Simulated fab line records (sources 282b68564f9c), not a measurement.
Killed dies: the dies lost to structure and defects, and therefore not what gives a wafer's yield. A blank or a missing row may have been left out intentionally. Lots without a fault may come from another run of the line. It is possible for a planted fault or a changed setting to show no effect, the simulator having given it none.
Which of the tools did it?    flow ritCmos    42 wafers from 14 lots sampled at 5 of the route's 202 steps

## WHAT THE GAUGES SHOWED, per wafer
RIT_NRETRO_TW_MEAS_10.
lot   measured     on            NRETRO_TW
L496  day 2 10:48  filmMetro-04  1061 1059 1065
L497  day 2 15:26  filmMetro-04  1061 1060 1062
L498  day 2 20:43  filmMetro-01  1082 1076 1076
L501  day 3 13:23  filmMetro-02  1037 1037 1032
L502  day 3 16:28  filmMetro-02  1036 1038 1034
L503  day 3 22:58  filmMetro-01  1079 1081 1073
L505  day 4 08:23  filmMetro-04  1062 1057 1060
L506  day 4 13:48  filmMetro-04  1068 1060 1057
L507  day 4 18:32  filmMetro-01  1077 1082 1079
L514  day 6 04:42  filmMetro-04  1165 1165 1162 1163 1157 1167
L515  day 6 10:41  filmMetro-01  1201 1196 1194 1197 1199 1199
L516  day 6 14:52  filmMetro-01  1081 1080 1081
L517  day 6 21:06  filmMetro-01  1086 1079 1090
L518  day 7 01:05  filmMetro-04  1055 1048 1060

## TOOL THAT RAN EACH LOT (tool first, then ch and the chambers of the sampled wafers, then the start)
lot   RIT_ACTIVE_ETCH_13                RIT_PWELL_STRIP_09                  RIT_NRETRO_IMPLANT_08           RIT_NRETRO_STRIP_09
L496  rieDiel-02 ch 1,2, day 1 19:50    plasmaAsher-01 ch 0,1, day 2 03:40  implanter-03 ch 0, day 2 10:30  plasmaAsher-03 ch 0,1, day 2 10:40
L497  rieDiel-04 ch 0,1,3, day 2 00:43  plasmaAsher-02 ch 0,1, day 2 08:23  implanter-02 ch 0, day 2 15:07  plasmaAsher-03 ch 0,1, day 2 15:16
L498  rieDiel-01 ch 0,1,2, day 2 05:54  plasmaAsher-04 ch 0, day 2 13:21    implanter-03 ch 0, day 2 20:23  plasmaAsher-04 ch 0,1, day 2 20:32
L501  rieDiel-02 ch 0,1,3, day 2 21:32  plasmaAsher-02 ch 0,1, day 3 06:20  implanter-01 ch 0, day 3 13:05  plasmaAsher-04 ch 0,1, day 3 13:13
L502  rieDiel-02 ch 2,3, day 3 01:50    plasmaAsher-02 ch 0,1, day 3 09:17  implanter-03 ch 0, day 3 16:08  plasmaAsher-03 ch 0,1, day 3 16:17
L503  rieDiel-01 ch 0,2, day 3 06:50    plasmaAsher-02 ch 0,1, day 3 15:46  implanter-03 ch 0, day 3 22:39  plasmaAsher-02 ch 0,1, day 3 22:47
L505  rieDiel-04 ch 0,2,3, day 3 16:56  plasmaAsher-04 ch 0,1, day 4 00:46  implanter-01 ch 0, day 4 08:04  plasmaAsher-04 ch 0,1, day 4 08:13
L506  rieDiel-01 ch 0,2, day 3 21:50    plasmaAsher-01 ch 1, day 4 06:44    implanter-03 ch 0, day 4 13:29  plasmaAsher-03 ch 0,1, day 4 13:37
L507  rieDiel-02 ch 0,3, day 4 04:01    plasmaAsher-04 ch 1, day 4 11:25    implanter-02 ch 0, day 4 18:13  plasmaAsher-02 ch 1, day 4 18:22
L514  rieDiel-04 ch 1,2, day 5 13:43    plasmaAsher-01 ch 0,1, day 5 21:25  implanter-02 ch 0, day 6 04:25  plasmaAsher-03 ch 0,1, day 6 04:33
L515  rieDiel-01 ch 0,1,2, day 5 18:50  plasmaAsher-02 ch 0,1, day 6 03:33  implanter-02 ch 0, day 6 10:23  plasmaAsher-03 ch 0,1, day 6 10:33
L516  rieDiel-04 ch 1,2, day 5 23:50    plasmaAsher-02 ch 0,1, day 6 07:37  implanter-01 ch 0, day 6 14:33  plasmaAsher-02 ch 0,1, day 6 14:42
L517  rieDiel-04 ch 0,2, day 6 05:29    plasmaAsher-04 ch 1, day 6 14:03    implanter-03 ch 0, day 6 20:47  plasmaAsher-04 ch 0,1, day 6 20:56
L518  rieDiel-02 ch 0,1,3, day 6 09:50  plasmaAsher-01 ch 0,1, day 6 17:40  implanter-03 ch 0, day 7 00:47  plasmaAsher-04 ch 0,1, day 7 00:57
- RIT_ACTIVE_ETCH_13: etches Si3N4 in SF6, stops on SiO2, time 210 s, target depth 210 nm.
- RIT_PWELL_STRIP_09: strips in O2, time 180 s.
- RIT_NRETRO_IMPLANT_08
- RIT_NRETRO_STRIP_09: strips in O2, time 180 s.

## WHAT THE TOOLS THEMSELVES READ (means of the sampled wafers that have a number; where no wafer has one, the mark that the record gives instead)
RIT_ACTIVE_ETCH_13.
lot   tool        drypumpMotorCurrentA (A)  oesProductAu (a.u.)  throttleValvePct (%)
L496  rieDiel-02  5.9                       0.832                7.59
L497  rieDiel-04  5.6                       0.827                7.45
L498  rieDiel-01  6.0                       0.827                7.33
L501  rieDiel-02  5.1                       0.812                7.46
L502  rieDiel-02  5.6                       0.828                7.56
L503  rieDiel-01  6.1                       0.819                7.35
L505  rieDiel-04  5.4                       0.816                7.42
L506  rieDiel-01  6.1                       0.821                7.33
L507  rieDiel-02  4.9                       0.811                7.43
L514  rieDiel-04  5.3                       0.827                7.51
L515  rieDiel-01  6.0                       0.819                7.32
L516  rieDiel-04  5.3                       0.840                7.51
L517  rieDiel-04  5.6                       0.822                7.43
L518  rieDiel-02  5.1                       0.808                7.47

RIT_PWELL_STRIP_09.
lot   tool            drypumpMotorCurrentA (A)  rfReflPowerW (W)
L496  plasmaAsher-01  6.1                       6.9
L497  plasmaAsher-02  5.4                       5.4
L498  plasmaAsher-04  5.5                       6.8
L501  plasmaAsher-02  5.7                       6.8
L502  plasmaAsher-02  5.7                       6.6
L503  plasmaAsher-02  5.7                       6.6
L505  plasmaAsher-04  5.6                       6.2
L506  plasmaAsher-01  6.3                       6.1
L507  plasmaAsher-04  5.7                       5.2
L514  plasmaAsher-01  5.8                       7.6
L515  plasmaAsher-02  5.7                       6.7
L516  plasmaAsher-02  5.6                       6.9
L517  plasmaAsher-04  5.7                       4.9
L518  plasmaAsher-01  5.8                       7.4

RIT_NRETRO_IMPLANT_08.
lot   tool          doseIonsCm2  faradayCurrentUA
L496  implanter-03  9.9963e+12   31.5
L497  implanter-02  9.9993e+12   31.2
L498  implanter-03  1.0016e+13   32.1
L501  implanter-01  9.9837e+12   31.4
L502  implanter-03  9.9923e+12   31.3
L503  implanter-03  9.9983e+12   31.3
L505  implanter-01  9.9927e+12   31.6
L506  implanter-03  1.0004e+13   31.4
L507  implanter-02  9.9940e+12   31.9
L514  implanter-02  1.3689e+13   43.6
L515  implanter-02  1.3711e+13   43.9
L516  implanter-01  9.9963e+12   31.7
L517  implanter-03  9.9973e+12   31.4
L518  implanter-03  1.0008e+13   31.3

RIT_NRETRO_STRIP_09.
lot   tool            drypumpMotorCurrentA (A)  rfReflPowerW (W)
L496  plasmaAsher-03  5.8                       6.7
L497  plasmaAsher-03  5.9                       6.6
L498  plasmaAsher-04  5.7                       5.6
L501  plasmaAsher-04  5.6                       6.0
L502  plasmaAsher-03  5.6                       6.2
L503  plasmaAsher-02  5.4                       5.2
L505  plasmaAsher-04  5.7                       6.4
L506  plasmaAsher-03  5.6                       5.9
L507  plasmaAsher-02  5.9                       8.4
L514  plasmaAsher-03  5.6                       6.3
L515  plasmaAsher-03  5.8                       6.6
L516  plasmaAsher-02  5.7                       6.6
L517  plasmaAsher-04  5.6                       6.3
L518  plasmaAsher-04  5.7                       5.7

## THE ANSWER, worked out from the rows above alone
Rule: the lots themselves supply what counts as usual. The widest of any qualifying gaps counts: lots, ordered by their means at a reading, are off when they make up no more than a third of the lots, leave a main group of 4 or more, and stand apart from it by 3 or more times the standard deviation of that group's means. The tables above print the reading to a certain number of digits; a main group whose means all agree to those digits is not used. Also off: a lot with no number at a reading for which 4 or more lots have one. Where the step has rows for the other lots, those lots are counted as sound. After the gauges, taken in route order, come the tools' own readings; for these a lot's mean is taken, as printed above. At the first step where some lot is off, the reading lying furthest off is the one used; lots without a number count as furthest.
Off: L514, L515, at RIT_NRETRO_TW_MEAS_10 (NRETRO_TW). The main group: mean 1064, standard deviation 16.
If a tool, at a process step before that reading, ran all the lots that are off and no sound lot after the first of them, it fits. Not tried: the gauges at RIT_NRETRO_TW_MEAS_10; whatever is off there is also off at RIT_NRETRO_IMPLANT_08, on other tools, and gauge error can't account for it. This does not decide it: 2 tools fit, namely implanter-02 at RIT_NRETRO_IMPLANT_08 and plasmaAsher-03 at RIT_NRETRO_STRIP_09.

## WHAT WAS PUT IN BY THE SIMULATOR
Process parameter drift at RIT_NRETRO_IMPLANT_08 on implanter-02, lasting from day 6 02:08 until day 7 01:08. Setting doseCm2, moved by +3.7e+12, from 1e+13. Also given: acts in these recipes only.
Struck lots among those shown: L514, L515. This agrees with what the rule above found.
